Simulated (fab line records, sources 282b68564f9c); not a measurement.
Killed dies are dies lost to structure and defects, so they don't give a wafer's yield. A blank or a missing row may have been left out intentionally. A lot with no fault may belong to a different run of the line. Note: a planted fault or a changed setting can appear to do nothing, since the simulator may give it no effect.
Which of the tools did it? | flow ritCmos | 13 lots, 39 wafers sampled, at 6 steps of a route of 202

WHAT EACH GAUGE READ, for each wafer
RIT_NWELL_OVL_MEAS_06. Usual: for NWELL_OVL the level is 0.8 nm and the standard deviation is 1.4.
lot  | measured    | on         | NWELL_OVL (nm) | flag
L808 | day 1 20:36 | overlay-01 | 0.3 0.9 3.1    | 
L812 | day 2 16:17 | overlay-01 | 1.7 1.8 1.1    | 
L814 | day 3 03:46 | overlay-02 | -0.3 1.2 0.1   | 
L815 | day 3 07:30 | overlay-02 | 0.9 1.1 2.2    | 
L819 | day 4 03:23 | overlay-01 | 0.9 2.1 0.9    | 
L820 | day 4 09:02 | overlay-01 | 1.6 3.2 1.9    | 
L821 | day 4 14:10 | overlay-02 | 1.6 -0.2 -1.0  | 
L822 | day 4 20:04 | overlay-02 | 0.8 1.3 1.8    | 
L824 | day 5 05:02 | overlay-01 | -1.8 0.5 0.3   | 
L825 | day 5 09:28 | overlay-02 | -1.4 -0.9 -0.1 | 
L826 | day 5 15:28 | overlay-02 | 0.3 0.4 0.7    | 
L830 | day 6 11:17 | overlay-02 | -0.8 0.4 0.4   | 
L831 | day 6 15:17 | overlay-02 | -1.7 0.5 -0.6  | 

RIT_CONTACT_CD_MEAS_08: target cd 1000 nm. Usual: cdNm reads 999.3 nm (standard deviation 1.8).
lot  | measured    | on       | cdNm (nm)            | flag
L808 | day 3 03:55 | cdSem-01 | 998.5 997.4 998.3    | 
L812 | day 4 00:58 | cdSem-01 | 998.8 1000.7 1001.1  | 
L814 | day 4 10:01 | cdSem-02 | 997.1 997.4 996.3    | 
L815 | day 4 14:22 | cdSem-02 | 1000.5 998.8 998.4   | 
L819 | day 5 11:37 | cdSem-01 | 1000.3 1001.6 1000.7 | 
L820 | day 5 16:48 | cdSem-02 | 998.2 997.4 996.9    | 
L821 | day 5 21:04 | cdSem-02 | 1000.0 1002.1 1002.0 | 
L822 | day 6 05:23 | cdSem-01 | 998.9 999.6 998.3    | 
L824 | day 6 12:03 | cdSem-01 | 998.4 1000.5 999.5   | 
L825 | day 6 17:25 | cdSem-02 | 997.5 999.5 999.2    | 
L826 | day 6 22:56 | cdSem-02 | 998.0 999.8 1000.1   | 
L830 | day 7 17:53 | cdSem-02 | 1001.1 999.3 997.3   | 
L831 | day 7 21:49 | cdSem-02 | 1000.1 997.0 997.1   | 

RIT_M1_RS_MEAS_01: a four-point-probe measurement. Usual: for M1_AL_RS the level is 0.0737 ohm/sq and the standard deviation is 0.00078.
lot  | measured    | on           | M1_AL_RS (ohm/sq)    | flag
L808 | day 3 05:22 | filmMetro-03 | 0.0737 0.0743 0.0738 | 
L812 | day 4 02:27 | filmMetro-04 | 0.0741 0.0740 0.0737 | 
L814 | day 4 11:28 | filmMetro-03 | 0.0739 0.0739 0.0742 | 
L815 | day 4 15:55 | filmMetro-03 | 0.0729 0.0730 0.0728 | 
L819 | day 5 13:05 | filmMetro-02 | 0.0743 0.0737 0.0730 | 
L820 | day 5 18:17 | filmMetro-02 | 0.0739 0.0732 0.0739 | 
L821 | day 5 22:32 | filmMetro-03 | 0.0750 0.0747 0.0750 | 
L822 | day 6 06:50 | filmMetro-03 | 0.0738 0.0735 0.0739 | 
L824 | day 6 13:42 | filmMetro-03 | 0.0736 0.0738 0.0737 | 
L825 | day 6 18:53 | filmMetro-02 | 0.0745 0.0741 0.0748 | 
L826 | day 7 00:23 | filmMetro-02 | 0.0726 0.0733 0.0731 | 
L830 | day 7 19:20 | filmMetro-04 | 0.0702 0.0709 0.0702 | OFF
L831 | day 7 23:16 | filmMetro-04 | 0.0743 0.0749 0.0749 | 

RIT_M1_THK_MEAS_02: measures by xrf. Usual: for M1_AL_THK the level is 394 nm and the standard deviation is 5.
lot  | measured    | on           | M1_AL_THK (nm) | flag
L808 | day 3 05:29 | filmMetro-03 | 398 395 397    | 
L812 | day 4 02:34 | filmMetro-04 | 394 395 395    | 
L814 | day 4 11:35 | filmMetro-03 | 395 395 391    | 
L815 | day 4 16:02 | filmMetro-03 | 399 400 402    | 
L819 | day 5 13:13 | filmMetro-02 | 390 390 396    | 
L820 | day 5 18:23 | filmMetro-02 | 389 394 389    | 
L821 | day 5 22:38 | filmMetro-03 | 390 392 388    | 
L822 | day 6 06:58 | filmMetro-03 | 395 395 392    | 
L824 | day 6 13:49 | filmMetro-03 | 396 392 394    | 
L825 | day 6 18:59 | filmMetro-02 | 387 390 386    | 
L826 | day 7 00:29 | filmMetro-02 | 393 389 392    | 
L830 | day 7 19:27 | filmMetro-04 | 411 409 412    | OFF
L831 | day 7 23:23 | filmMetro-04 | 392 386 388    | 

WHICH TOOL RAN EACH LOT (tool, then ch and the chambers of the sampled wafers, then the start)
lot  | RIT_SILICIDE_SPUTTER_01    | RIT_M1_SPUTTER_00
L808 | pvdSputter-03, day 3 02:15 | pvdSputter-01, day 3 05:04
L812 | pvdSputter-03, day 3 23:19 | pvdSputter-01, day 4 02:08
L814 | pvdSputter-03, day 4 08:19 | pvdSputter-01, day 4 11:10
L815 | pvdSputter-02, day 4 12:22 | pvdSputter-04, day 4 15:38
L819 | pvdSputter-02, day 5 10:00 | pvdSputter-04, day 5 12:47
L820 | pvdSputter-03, day 5 15:09 | pvdSputter-01, day 5 17:58
L821 | pvdSputter-02, day 5 19:26 | pvdSputter-04, day 5 22:11
L822 | pvdSputter-03, day 6 03:40 | pvdSputter-01, day 6 06:33
L824 | pvdSputter-04, day 6 10:20 | pvdSputter-01, day 6 13:24
L825 | pvdSputter-02, day 6 15:49 | pvdSputter-04, day 6 18:34
L826 | pvdSputter-03, day 6 21:13 | pvdSputter-01, day 7 00:04
L830 | pvdSputter-03, day 7 16:16 | pvdSputter-01, day 7 19:01
L831 | pvdSputter-02, day 7 20:13 | pvdSputter-04, day 7 22:58
- RIT_SILICIDE_SPUTTER_01: material Ti, target thk 30 nm, time 233.6 s.
- RIT_M1_SPUTTER_00: material Al, target thk 400 nm, time 500 s.

AS READ BY THE TOOLS THEMSELVES (means over the sampled wafers that have a number; for cases with no such wafer, the mark the record gives instead)
RIT_SILICIDE_SPUTTER_01. Usual: throttleValvePct reads 30.5 % (standard deviation 0.62).
lot  | tool          | throttleValvePct (%) | flag
L808 | pvdSputter-03 | 30.7                 | 
L812 | pvdSputter-03 | 30.3                 | 
L814 | pvdSputter-03 | 30.4                 | 
L815 | pvdSputter-02 | 30.5                 | 
L819 | pvdSputter-02 | 30.5                 | 
L820 | pvdSputter-03 | 30.6                 | 
L821 | pvdSputter-02 | 31.0                 | 
L822 | pvdSputter-03 | 30.4                 | 
L824 | pvdSputter-04 | 30.0                 | 
L825 | pvdSputter-02 | 30.6                 | 
L826 | pvdSputter-03 | 30.3                 | 
L830 | pvdSputter-03 | 30.3                 | 
L831 | pvdSputter-02 | 31.3                 | 

RIT_M1_SPUTTER_00. Usual: throttleValvePct reads 30.1 % (standard deviation 0.8).
lot  | tool          | throttleValvePct (%) | flag
L808 | pvdSputter-01 | 30.2                 | 
L812 | pvdSputter-01 | 30.5                 | 
L814 | pvdSputter-01 | 30.4                 | 
L815 | pvdSputter-04 | 30.0                 | 
L819 | pvdSputter-04 | 29.3                 | 
L820 | pvdSputter-01 | 30.5                 | 
L821 | pvdSputter-04 | 30.4                 | 
L822 | pvdSputter-01 | 30.3                 | 
L824 | pvdSputter-01 | 30.2                 | 
L825 | pvdSputter-04 | 29.4                 | 
L826 | pvdSputter-01 | 30.5                 | 
L830 | pvdSputter-01 | 30.9                 | 
L831 | pvdSputter-04 | 28.6                 | 

THE ANSWER, worked out from the rows above alone
Rule: a lot counts as off when the mean over its wafers that have a number is more than 3 standard deviations away from the usual mean. A lot without any number at a reading at which 4 lots or more have one is off too. The other lots that the step has rows for count as sound. First the gauges in route order, then the tools' own readings, where a lot's mean is used as printed above. At the first step where some lot is off, the reading lying furthest off is the one used; lots without a number count as furthest.
Off: L830, at RIT_M1_RS_MEAS_01 (M1_AL_RS).
If a tool, at a process step before that reading, ran all the lots that are off and no sound lot after the first of them, it fits. Gauges at RIT_M1_RS_MEAS_01: tried the same way as those tools. Undecided on this evidence; 2 tools fit (pvdSputter-03 at RIT_SILICIDE_SPUTTER_01, pvdSputter-01 at RIT_M1_SPUTTER_00).

WHAT THE SIMULATOR HAD PUT IN
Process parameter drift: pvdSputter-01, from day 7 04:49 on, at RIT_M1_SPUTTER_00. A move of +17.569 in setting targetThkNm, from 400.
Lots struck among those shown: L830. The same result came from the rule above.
